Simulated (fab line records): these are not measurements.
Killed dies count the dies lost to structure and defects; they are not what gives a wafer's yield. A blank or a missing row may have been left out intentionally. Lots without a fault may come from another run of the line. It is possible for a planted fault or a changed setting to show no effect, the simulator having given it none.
Which of the tools did it? | flow berkeley cmos170 | 6 lots (18 wafers sampled), 1 step of a 331-step route

## WHAT THE GAUGES SHOWED, per wafer
UCB170_M1_OVL_MEAS_10.
lot  | measured     | on         | M1_OVL (nm)
L472 | day 8 10:53  | overlay-01 | 4 8 11
L474 | day 9 03:17  | overlay-02 | -7 2 -4
L480 | day 9 23:32  | overlay-02 | 10 11 6
L484 | day 11 01:54 | overlay-02 | 12 11 15
L488 | day 12 00:34 | overlay-01 | 11 11 16
L492 | day 13 08:26 | overlay-01 | 2 12 2

## WHAT TOOL EACH LOT RAN ON (gives the tool, then ch and the chambers of the sampled wafers, and finally the start)
No process step before these readings appears in the record.

## THE ANSWER, worked out from the rows above alone
Rule: the usual values come from the lots themselves. The widest of any qualifying gaps counts: lots, ordered by their means at a reading, are off when they make up no more than a third of the lots, leave a main group of 4 or more, and stand apart from it by 3 or more times the standard deviation of that group's means. A main group whose means are all the same, to the digits that the tables above print for the reading, isn't used. Also off: a lot with no number at a reading for which 4 or more lots have one. All remaining lots with rows at the step are treated as sound.
Nothing can be told from this: no lot is off at any reading shown.

## WHAT HAD BEEN PUT IN BY THE SIMULATOR
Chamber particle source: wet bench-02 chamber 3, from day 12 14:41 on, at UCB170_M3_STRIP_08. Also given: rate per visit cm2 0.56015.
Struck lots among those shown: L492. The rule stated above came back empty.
